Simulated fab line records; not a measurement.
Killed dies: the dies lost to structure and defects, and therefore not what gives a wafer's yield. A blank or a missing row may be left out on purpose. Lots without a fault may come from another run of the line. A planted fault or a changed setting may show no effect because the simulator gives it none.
Comparing a struck lot with a sound one | flow berkeley-cmos170 | 15 steps out of a route of 331
Sound: wafers L956.1, L956.2, L956.3. Wafers L953.2, L953.5, L953.6 were the ones struck. The cause comes at the end.
Per side, at each step with rows, come the tool, then ch with its chambers, and then its first start. Under that, the readings that differ: sound wafers | struck wafers | difference of the means | sigmas: that difference in standard deviations of wafers without a fault.
alike: a reading whose means differ by less than 2 such deviations, as well as words and numbers matching on both sides. not compared: withheld readings; readings where some wafer has no value; bounds like >300 that might hide an equal value; numbers whose values overlap and for which the record gives no deviation.
A row with sigmas, a row that says differs or no value, or rows on one side alone: a step with any of these is where the two part. Numbers that have no deviation but don't overlap get no sigmas and don't part them. Lack of a reading on every wafer of one side parts them only where that side has two or more wafers.

first, 2 steps without rows for these wafers: UCB170_GATE_ANNEAL_03 (time 1800 s); UCB170_GATE_CVD_04 (deposits poly-Si from SiH4, time 1440 s, target thk 214 nm).
UCB170_GATE_THK_MEAS_05:
  sound: film-metro-03 at day 9 22:06; struck: film-metro-04 at day 9 06:44
  reading            | sound             | struck            | difference | sigmas
  GATE_POLY_THK (nm) | 212.8 211.2 212.7 | 219.0 220.2 220.5 | +7.7       | +4
then, 6 steps without rows for these wafers: UCB170_GATE_COAT_06; UCB170_GATE_COAT_07 (resist thk 900 nm); UCB170_GATE_SOFTBAKE_08 (time 60 s); UCB170_GATE_EXPOSE_09 (exposes mask POLY, target cd 350 nm); UCB170_GATE_PEB_10; UCB170_GATE_DEVELOP_11 (develop time 45 s).
UCB170_GATE_CD_MEAS_12 targets a cd of 350 nm.
  sound: cd-sem-02 at day 9 23:09; struck: cd-sem-01 at day 9 08:07
  alike: cd-nm
UCB170_GATE_OVL_MEAS_13:
  sound: overlay-01 at day 9 23:16; struck: overlay-01 at day 9 08:14
  alike: GATE_OVL
UCB170_GATE_ETCH_14: etches BARC in N2/H2.
  sound on rie-diel-01 ch 1,2,3, day 9 23:19; struck on rie-diel-04 ch 0,1, day 9 08:16
  alike: drypump-motor-current-A, oes-product-au, throttle-valve-pct
UCB170_GATE_ETCH_15: etches poly-Si in HBr/Cl2, stops on SiO2, time 56.3 s, target depth 278.2 nm.
  sound on rie-si-01 ch 1,2, day 9 23:21; struck on rie-si-02 ch 0,1, day 9 08:18
  reading                               | sound             | struck            | difference | sigmas
  oes-product-au (a.u.)                 | 0.852 0.823 0.858 | 0.980 1.002 0.978 | +0.142     | +8
  over-etch-frac                        | 0.3 0.3 0.3       | 0.06 0.06 0.06    | -0.24      |
  model.KrF_of_GATE_COAT_07.thk-nm (nm) | 776.1 779.6 776.8 | 794 795.4 794.1   | +17        |
  alike: drypump-motor-current-A, throttle-valve-pct
  not compared: rf-hours-counter-h
UCB170_GATE_STRIP_16: strips in O2.
  sound on plasma-asher-03 ch 0,1, day 9 23:25; struck on plasma-asher-01 ch 0,1, day 9 08:21
  alike: drypump-motor-current-A, oes-product-au
  not compared: rf-hours-counter-h
UCB170_M3_PROBE_99:
  sound: prober-02 at day 11 16:31; struck: prober-02 at day 11 00:13
  reading                                          | sound                        | struck                         | difference                    | sigmas
  model.etest.pldd.line-ohm-um                     | 1827 1814 1804               | 1953 1946 1948                 | +134                          |
  model.etest.pldd.rs-ohm-sq                       | 1128 1121 1086               | 1166 1164 1183                 | +59                           |
  model.etest.nldd.rs-ohm-sq                       | 780.8 780.2 781              | 772.1 777.5 767.2              | -8.4                          |
  model.etest.poly-comb-over-steps.leak-log10-a-um | -12.78 -12.73 -12.66         | - - -                          | no value on the struck wafers |
  model.etest.poly-comb-over-steps.over-limit      | 0 0 0                        | 1 1 1                          | +1                            |
  model.etest.antenna-poly.vt-shift-v (V)          | -0.007708 -0.006479 -0.01195 | -3.572e-05 -0.003295 -0.001696 | +7.037e-03                    |

== WHERE THEY PART ==
Earliest at UCB170_GATE_THK_MEAS_05; latest, in this record, at UCB170_M3_PROBE_99.

WHY: whatever the simulator had introduced
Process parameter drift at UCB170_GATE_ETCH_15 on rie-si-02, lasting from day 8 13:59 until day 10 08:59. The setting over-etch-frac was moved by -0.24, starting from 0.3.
